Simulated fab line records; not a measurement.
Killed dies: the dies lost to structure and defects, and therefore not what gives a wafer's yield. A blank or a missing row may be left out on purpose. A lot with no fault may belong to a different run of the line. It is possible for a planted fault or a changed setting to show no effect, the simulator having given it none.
Split-lot trial    flow berkeley-cmos170    on a route of 331 steps: 5 lots, 23 wafers read

== THE SPLIT ==
At UCB170_PFIELD_COAT_01 (resist thk 900 nm), the setting spin-rpm was moved away from the recipe's 1500 rpm on 10 of the 23 wafers read, by -7.5% to +2.8%. The other wafers ran this setting at the recipe's value.

Reading taken at the split's own step.

== THE READING ==
KrF_of_PFIELD_COAT_01.thk-nm (the simulator's own value, which no gauge read), in nm, at UCB170_PFIELD_COAT_01 (resist thk 900 nm). No usual value for it is given in the file. The 13 wafers here that ran the recipe average 901.3 nm, standard deviation 1.3 nm.

wafer   tool, chamber at the split  spin-rpm as run, rpm  against the recipe  KrF_of_PFIELD_COAT_01.thk-nm, nm  against lot-mates on the recipe
L077.1  litho-track-04, 0           1542                  +2.8%               889.6                             -11.4
L077.2  litho-track-04, 0           1500                  recipe              900.3                             -
L077.3  litho-track-04, 0           1542                  +2.8%               890                               -11.0
L077.4  litho-track-04, 0           1542                  +2.8%               888.5                             -12.5
L077.6  litho-track-04, 0           1500                  recipe              901.8                             -
L080.1  litho-track-01, 0           1388                  -7.5%               935.4                             +33.2
L080.3  litho-track-01, 0           1500                  recipe              903.1                             -
L080.4  litho-track-01, 0           1388                  -7.5%               937.8                             +35.6
L080.5  litho-track-01, 0           1388                  -7.5%               934.9                             +32.7
L080.6  litho-track-01, 0           1500                  recipe              901.2                             -
L083.1  litho-track-04, 0           1432                  -4.5%               921.1                             +18.9
L083.2  litho-track-04, 0           1500                  recipe              904.4                             -
L083.4  litho-track-04, 0           1500                  recipe              901.7                             -
L083.5  litho-track-04, 0           1500                  recipe              900.5                             -
L083.6  litho-track-04, 0           1432                  -4.5%               926.9                             +24.7
L082.1  litho-track-03, 0           1500                  recipe              902.5                             -
L082.2  litho-track-03, 0           1423                  -5.1%               925.4                             +24.6
L082.3  litho-track-03, 0           1500                  recipe              899.7                             -
L082.4  litho-track-03, 0           1423                  -5.1%               925.6                             +24.8
L082.5  litho-track-03, 0           1500                  recipe              900.1                             -
L085.1  litho-track-01, 0           1500                  recipe              900.1                             -
L085.2  litho-track-01, 0           1500                  recipe              900.9                             -
L085.5  litho-track-01, 0           1500                  recipe              901                               -

THE FIT
A straight line over all 23 wafers: KrF_of_PFIELD_COAT_01.thk-nm changes by -4.64 nm for each +1% of spin-rpm; r = -0.99; the points scatter about the line by 1.6 nm.
The same after taking each lot's own level away (the mean of its wafers on the recipe; 23 wafers): -4.56 nm for each +1%; r = -1.00; scatter 1.5 nm.
On that fit, the largest move of spin-rpm shifts the reading by 34 nm.
The lots' own levels span 900.67 to 902.20 nm, that is 1.2 times the standard deviation above.
So the lot-to-lot level changes the slope little: the two slopes agree.
Check: with one of the wafers moved furthest among these (-7.5%) left out of the fit, the line predicts +34.7 nm for it against its lot-mates. Against them it came out at +33.2 nm.

== OTHER SPLITS ON THESE WAFERS ==
These wafers also went through other splits before the reading. Each is held against what the fit with the lots' levels taken away leaves over:
other split on the same wafers           wafers away from the commonest value  r with KrF_of_PFIELD_COAT_01.thk-nm (lot level and that fit taken away)
UCB170_NWELL_CVD_04 sih2cl2-flow-sccm    18                                    +0.12
UCB170_NWELL_PEB_10 peb-temp-c           6                                     -0.22
UCB170_WELLDRIVE_OXIDATION_01 ox-time-s  18                                    +0.21

== THE WHOLE CHAIN: every reading that the file lists as answering this split, in the file's order ==
step                    what it does       reading                                                                        change (the file's fit)               r (the file's)
UCB170_PFIELD_COAT_01   resist thk 900 nm  KrF_of_PFIELD_COAT_01.thk-nm (the simulator's own value, which no gauge read)  -4.63 nm for each +1% of the setting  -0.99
UCB170_PFIELD_STRIP_08  strips in O2       strip-time-to-endpoint-s                                                       withheld for each +1% of the setting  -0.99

== THE FILE'S OWN FIT ==
KrF_of_PFIELD_COAT_01.thk-nm changes by -4.63 nm for each +1% of spin-rpm, r = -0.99.
